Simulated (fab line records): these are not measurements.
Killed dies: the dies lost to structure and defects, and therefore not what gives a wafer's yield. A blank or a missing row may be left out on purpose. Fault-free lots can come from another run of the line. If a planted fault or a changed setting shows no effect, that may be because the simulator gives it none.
Comparing a struck lot with a sound one    flow rit-cmos    15 steps out of a route of 202
Sound: wafers L811.3, L811.4, L811.6. The struck wafers were L821.2, L821.4, L821.6. The cause comes at the end.
Each step with rows lists, per side, the tool, then ch with its chambers, then its first start. Under that, the readings that differ: sound wafers    struck wafers    difference of the means    sigmas: that difference in standard deviations of wafers without a fault.
alike: same words and numbers on both sides, and readings whose means sit less than 2 such deviations apart. not compared: any withheld reading, any reading some wafer has no value for, any bound like >300 that may hide the same value, and any number with overlapping values for which the record gives no deviation.
The two part at a step that has a row with sigmas, a row that says differs or no value, or rows on one side only. Non-overlapping numbers with no deviation appear without sigmas and do not part them. Lack of a reading on every wafer of one side parts them only where that side has two or more wafers.

RIT_PLDD_TW_MEAS_10:
  struck on film-metro-01, day 6 20:38; sound on film-metro-04, day 4 15:25
  alike: PLDD_TW
then, 4 steps without rows for these wafers: RIT_SPACER_CLEAN_00 (cleans in SC1, time 600 s); RIT_SPACER_CLEAN_01 (cleans in dHF, time 30 s); RIT_SPACER_CLEAN_02 (cleans in SC2, time 600 s); RIT_SPACER_CVD_03 (deposits Si3N4 from SiH2Cl2/NH3, target thk 250 nm, time 3300 s).
RIT_SPACER_THK_MEAS_04:
  struck on film-metro-02, day 6 22:59; sound on film-metro-04, day 4 17:46
  alike: SPACER_NITRIDE_THK
RIT_SPACER_ETCHBACK_05: etches Si3N4 in SF6/CHF3, stops on SiO2, target depth 250 nm, time 240 s.
  sound on rie-diel-02 ch 0,1, day 4 17:48; struck on rie-diel-04 ch 0,3, day 6 23:02
  alike: drypump-motor-current-A, oes-product-au, throttle-valve-pct
  not compared: rf-hours-counter-h
then, 5 steps without rows for these wafers: RIT_NSD_HMDS_00 (prime time 60 s); RIT_NSD_COAT_01 (resist thk 1000 nm); RIT_NSD_SOFTBAKE_02 (time 60 s); RIT_NSD_EXPOSE_03 (exposes mask M9, target cd 40700 nm); RIT_NSD_PEB_04.
RIT_NSD_DEVELOP_05: develop time 50 s.
  sound on litho-track-02 ch 0, day 4 18:00; struck on litho-track-03 ch 0, day 7 00:00
reading               sound              struck             difference  sigmas
developer-temp-C (C)  23.07 22.98 23.08  21.92 22.07 22.03  -1.04       -9
RIT_NSD_OVL_MEAS_06:
  struck on overlay-01, day 7 00:19; sound on overlay-01, day 4 18:49
  alike: NSD_OVL
RIT_M1_PROBE_99:
  struck on prober-01, day 7 11:49; sound on prober-02, day 5 04:56
  alike: killed_at_M0_to_M3, killed-at-contacts, killed-at-front-end, killed-dies, killed-open, killed-short

WHERE THEY PART
Only at RIT_NSD_DEVELOP_05, as far as this record shows. Later steps at which nothing parts them and some readings are alike: RIT_NSD_OVL_MEAS_06, RIT_M1_PROBE_99.

WHY: what had been put in by the simulator
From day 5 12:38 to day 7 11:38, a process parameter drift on litho-track-03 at RIT_NSD_DEVELOP_05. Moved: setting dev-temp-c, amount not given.
